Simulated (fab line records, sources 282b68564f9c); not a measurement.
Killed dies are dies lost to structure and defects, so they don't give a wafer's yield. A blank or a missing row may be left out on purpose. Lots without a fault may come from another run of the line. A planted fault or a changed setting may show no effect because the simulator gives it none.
Which tool did it? | flow rit_cmos | 15 lots, 45 wafers sampled, at 2 steps of a route of 202

WHAT THE GAUGES READ, wafer by wafer
RIT_NWELL_OVL_MEAS_06.
lot  | measured    | on         | NWELL_OVL (nm)
L973 | day 1 20:38 | overlay-01 | -0.5 0.0 -1.3
L974 | day 2 02:25 | overlay-01 | -2.5 -2.9 -1.7
L975 | day 2 06:19 | overlay-02 | -1.4 -1.3 -2.5
L977 | day 2 16:10 | overlay-01 | 0.1 -0.4 -1.0
L978 | day 2 23:02 | overlay-01 | -2.1 -2.8 -2.8
L980 | day 3 07:43 | overlay-02 | 0.7 -1.1 -1.9
L981 | day 3 12:43 | overlay-02 | -1.6 -0.1 -0.5
L982 | day 3 17:12 | overlay-02 | -0.7 -1.4 -0.8
L983 | day 3 22:12 | overlay-02 | -1.2 -0.5 -1.8
L985 | day 4 08:38 | overlay-01 | -1.3 -0.2 -0.6
L986 | day 4 13:19 | overlay-01 | -179.5 -179.9 -179.3
L988 | day 5 01:42 | overlay-02 | -182.6 -182.5 -181.5
L992 | day 5 20:50 | overlay-01 | -181.5 -182.4 -182.9
L993 | day 6 02:47 | overlay-02 | -1.6 -1.6 -0.8
L995 | day 6 10:15 | overlay-01 | 0.4 -1.6 2.1

WHICH TOOL RAN EACH LOT (tool, then ch and the chambers of the sampled wafers, then the start)
lot  | RIT_NWELL_EXPOSE_03
L973 | iline_stepper-02 ch 0, day 1 20:14
L974 | iline_stepper-02 ch 0, day 2 01:59
L975 | iline_stepper-01 ch 0, day 2 05:54
L977 | iline_stepper-02 ch 0, day 2 15:44
L978 | iline_stepper-02 ch 0, day 2 22:33
L980 | iline_stepper-02 ch 0, day 3 07:18
L981 | iline_stepper-02 ch 0, day 3 12:19
L982 | iline_stepper-02 ch 0, day 3 16:48
L983 | iline_stepper-02 ch 0, day 3 21:47
L985 | iline_stepper-01 ch 0, day 4 08:13
L986 | iline_stepper-02 ch 0, day 4 12:55
L988 | iline_stepper-02 ch 0, day 5 01:16
L992 | iline_stepper-02 ch 0, day 5 20:26
L993 | iline_stepper-01 ch 0, day 6 02:24
L995 | iline_stepper-01 ch 0, day 6 09:49
- RIT_NWELL_EXPOSE_03: exposes mask M2, target cd 43900 nm.

WHAT THE TOOLS THEMSELVES READ (means of the sampled wafers that have a number; where no wafer has one, the mark that the record gives instead)
The record holds no such reading with a usual standard deviation.

THE ANSWER, worked out from the rows above alone
Rule: what is usual is taken from the lots themselves. Put in order of their means at a reading, lots are off if they are a third of the lots or fewer, leave a main group of 4 or more, and stand apart from it by a gap of 3 or more times the standard deviation of the main group's means; of several such gaps the widest counts. A main group whose means are all the same, to the digits that the tables above print for the reading, isn't used. A lot without any number at a reading at which 4 lots or more have one is off too. The other lots that the step has rows for count as sound. The gauges are gone through in route order, then the tools' own readings, and for those a lot's mean is taken as printed above. The first step at which some lot is off is used, and at that step the reading that is off furthest; a lot without a number counts as furthest.
Off: L986, L988, L992, at RIT_NWELL_OVL_MEAS_06 (NWELL_OVL). The main group: mean -1.1 nm, standard deviation 0.78.
A tool fits if, at a process step before that reading, it ran every lot that is off, and no sound lot after the first of them. The gauges at RIT_NWELL_OVL_MEAS_06 are tried like those tools. One fits: iline_stepper-02 at RIT_NWELL_EXPOSE_03. Its last sound lot is L983 (day 3 21:47), its first lot that is off L986 (day 4 12:55): a fault that began between those two fits.

WHAT THE SIMULATOR HAD PUT IN
Scanner matching overlay: iline_stepper-02, from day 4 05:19 on, at RIT_NWELL_EXPOSE_03. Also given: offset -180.
Lots struck among those shown: L986, L988, L992. The rule above found the same.
